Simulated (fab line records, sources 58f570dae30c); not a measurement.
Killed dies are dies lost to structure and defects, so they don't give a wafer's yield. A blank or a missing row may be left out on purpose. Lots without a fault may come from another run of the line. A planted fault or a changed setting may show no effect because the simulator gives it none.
Which tool did it? | flow berkeley_cmos170 | 13 lots, 39 wafers sampled, at 5 steps of a route of 331

WHAT THE GAUGES READ, wafer by wafer
UCB170_SDANNEAL_RS_MEAS_05: measures by four-point-probe. Usual: NLDD_RS 613.0 ohm/sq, standard deviation 1.7.
lot  | measured     | on            | NLDD_RS (ohm/sq)  | flag
L299 | day 7 21:34  | film_metro-01 | 617.4 616.4 618.0 |
L300 | day 8 11:59  | film_metro-04 | 612.8 615.0 614.6 |
L301 | day 8 12:49  | film_metro-04 | 612.6 614.9 614.1 |
L302 | day 8 13:00  | film_metro-03 | 616.1 614.6 615.3 |
L304 | day 9 05:55  | film_metro-04 | 614.5 615.8 614.3 |
L305 | day 9 06:43  | film_metro-01 | 612.0 615.0 612.3 |
L309 | day 9 22:44  | film_metro-01 | 611.4 610.1 612.3 |
L308 | day 9 23:12  | film_metro-04 | 613.3 614.9 612.5 |
L313 | day 10 23:49 | film_metro-01 | 610.1 610.1 608.5 |
L316 | day 11 13:38 | film_metro-04 | 610.3 611.8 611.0 |
L318 | day 12 04:48 | film_metro-03 | 612.5 613.2 613.6 |
L319 | day 12 05:03 | film_metro-01 | 613.0 614.1 612.8 |
L321 | day 12 07:26 | film_metro-01 | 613.9 613.1 612.6 |

UCB170_SILICIDE_THK_MEAS_03: measures by xrf. Usual: SILICIDE_TI_THK 30.2 nm, standard deviation 0.38.
lot  | measured     | on            | SILICIDE_TI_THK (nm) | flag
L299 | day 7 21:54  | film_metro-02 | 30.8 30.5 30.7       |
L300 | day 8 12:18  | film_metro-02 | 30.1 30.1 29.9       |
L301 | day 8 13:09  | film_metro-02 | 30.2 30.3 30.4       |
L302 | day 8 13:20  | film_metro-03 | 30.3 30.2 30.3       |
L304 | day 9 06:16  | film_metro-03 | 29.9 30.0 29.8       |
L305 | day 9 07:04  | film_metro-01 | 29.9 29.0 29.6       |
L309 | day 9 23:04  | film_metro-02 | 30.3 30.7 30.3       |
L308 | day 9 23:31  | film_metro-02 | 29.5 29.3 29.5       |
L313 | day 11 00:08 | film_metro-01 | 30.7 30.2 30.5       |
L316 | day 11 13:58 | film_metro-03 | 30.5 30.8 30.5       |
L318 | day 12 05:17 | film_metro-02 | 30.4 30.0 29.7       |
L319 | day 12 05:23 | film_metro-01 | 30.6 30.2 30.2       |
L321 | day 12 07:46 | film_metro-02 | 30.1 30.0 30.2       |

UCB170_V1_THK_MEAS_01. Usual: V1_TEOS_THK 1991 nm, standard deviation 26.
lot  | measured     | on            | V1_TEOS_THK (nm)          | flag
L299 | day 8 06:10  | film_metro-02 | 1980 1995 2008            |
L300 | day 8 21:42  | film_metro-04 | 1964 1989 1991            |
L301 | day 8 23:01  | film_metro-04 | 1974 1985 2053            |
L302 | day 8 23:01  | film_metro-01 | 1995 2027 1990            |
L304 | day 9 14:06  | film_metro-04 | 1980 2017 2005            |
L305 | day 9 16:46  | film_metro-02 | 1966 1978 2023            |
L309 | day 10 07:25 | film_metro-02 | 911 1973 919 911 1973 918 | OFF
L308 | day 10 10:06 | film_metro-04 | 2025 2015 2005            |
L313 | day 11 09:22 | film_metro-02 | 1946 1952 1986            |
L316 | day 12 02:53 | film_metro-01 | 1999 1968 2000            |
L318 | day 12 13:58 | film_metro-04 | 1951 1991 1991            |
L319 | day 12 15:14 | film_metro-04 | 1972 1996 2010            |
L321 | day 12 16:34 | film_metro-01 | 1982 1970 2011            |

WHICH TOOL RAN EACH LOT (tool, then ch and the chambers of the sampled wafers, then the start)
lot  | UCB170_SILICIDE_RTA_04           | UCB170_V1_CVD_00
L299 | rtp_anneal-02 ch 0, day 7 21:58  | pecvd-03 ch 0,1, day 8 06:00
L300 | rtp_anneal-01 ch 0, day 8 12:22  | pecvd-02 ch 1,2, day 8 21:31
L301 | rtp_anneal-01 ch 0, day 8 13:13  | pecvd-03 ch 1,2, day 8 22:52
L302 | rtp_anneal-02 ch 0, day 8 13:23  | pecvd-02 ch 1,2, day 8 22:52
L304 | rtp_anneal-02 ch 0, day 9 06:19  | pecvd-03 ch 0,1, day 9 13:56
L305 | rtp_anneal-02 ch 0, day 9 07:07  | pecvd-04 ch 0,1, day 9 16:37
L309 | rtp_anneal-01 ch 0, day 9 23:08  | pecvd-03 ch 1,2, day 10 07:15
L308 | rtp_anneal-01 ch 0, day 9 23:35  | pecvd-04 ch 0,1,2, day 10 10:00
L313 | rtp_anneal-02 ch 0, day 11 00:12 | pecvd-02 ch 0,1,2, day 11 09:12
L316 | rtp_anneal-01 ch 0, day 11 14:01 | pecvd-04 ch 0,1,2, day 12 02:42
L318 | rtp_anneal-01 ch 0, day 12 05:20 | pecvd-02 ch 2, day 12 13:44
L319 | rtp_anneal-02 ch 0, day 12 05:28 | pecvd-04 ch 1,2, day 12 15:04
L321 | rtp_anneal-02 ch 0, day 12 07:49 | pecvd-04 ch 0,1,2, day 12 16:24
- UCB170_SILICIDE_RTA_04: time 15 s.
- UCB170_V1_CVD_00: deposits SiO2 from TEOS/O2, target thk 2000 nm, time 250 s.

WHAT THE TOOLS THEMSELVES READ (means of the sampled wafers that have a number; where no wafer has one, the mark that the record gives instead)
UCB170_SILICIDE_RTA_04. Usual: lamp_power_pct 10.6 %, standard deviation 0.7; wafer_temp_C_max 652.2, standard deviation 0.52.
lot  | tool          | lamp_power_pct (%) | wafer_temp_C_max | flag
L299 | rtp_anneal-02 | 11.2               | 651.8            |
L300 | rtp_anneal-01 | 9.7                | 652.3            |
L301 | rtp_anneal-01 | 9.7                | 652.4            |
L302 | rtp_anneal-02 | 11.1               | 652.3            |
L304 | rtp_anneal-02 | 11.1               | 652.3            |
L305 | rtp_anneal-02 | 11.1               | 652.2            |
L309 | rtp_anneal-01 | 9.7                | 652.6            |
L308 | rtp_anneal-01 | 9.7                | 652.0            |
L313 | rtp_anneal-02 | 11.1               | 652.2            |
L316 | rtp_anneal-01 | 9.7                | 652.9            |
L318 | rtp_anneal-01 | 9.7                | 652.5            |
L319 | rtp_anneal-02 | 11.1               | 652.2            |
L321 | rtp_anneal-02 | 11.2               | 652.3            |

UCB170_V1_CVD_00. Usual: heater_power_w 267 W, standard deviation 60.
lot  | tool     | heater_power_w (W) | flag
L299 | pecvd-03 | 271                |
L300 | pecvd-02 | 265                |
L301 | pecvd-03 | 303                |
L302 | pecvd-02 | 280                |
L304 | pecvd-03 | 218                |
L305 | pecvd-04 | 323                |
L309 | pecvd-03 | 289                |
L308 | pecvd-04 | 235                |
L313 | pecvd-02 | 249                |
L316 | pecvd-04 | 233                |
L318 | pecvd-02 | 247                |
L319 | pecvd-04 | 199                |
L321 | pecvd-04 | 298                |

THE ANSWER, worked out from the rows above alone
Rule: a lot is off if the mean of its wafers that have a number lies more than 3 standard deviations from the usual mean. A lot without any number at a reading at which 4 lots or more have one is off too. The other lots that the step has rows for count as sound. The gauges are gone through in route order, then the tools' own readings, and for those a lot's mean is taken as printed above. The first step at which some lot is off is used, and at that step the reading that is off furthest; a lot without a number counts as furthest.
Off: L309, at UCB170_V1_THK_MEAS_01 (V1_TEOS_THK).
A tool fits if, at a process step before that reading, it ran every lot that is off, and no sound lot after the first of them. The gauges at UCB170_V1_THK_MEAS_01 are tried like those tools. One fits: pecvd-03 at UCB170_V1_CVD_00. Its last sound lot is L304 (day 9 13:56), its first lot that is off L309 (day 10 07:15): a fault that began between those two fits.

WHAT THE SIMULATOR HAD PUT IN
Process parameter drift: pecvd-03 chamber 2, from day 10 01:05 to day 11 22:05, at UCB170_V1_CVD_00. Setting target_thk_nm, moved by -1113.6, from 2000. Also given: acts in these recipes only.
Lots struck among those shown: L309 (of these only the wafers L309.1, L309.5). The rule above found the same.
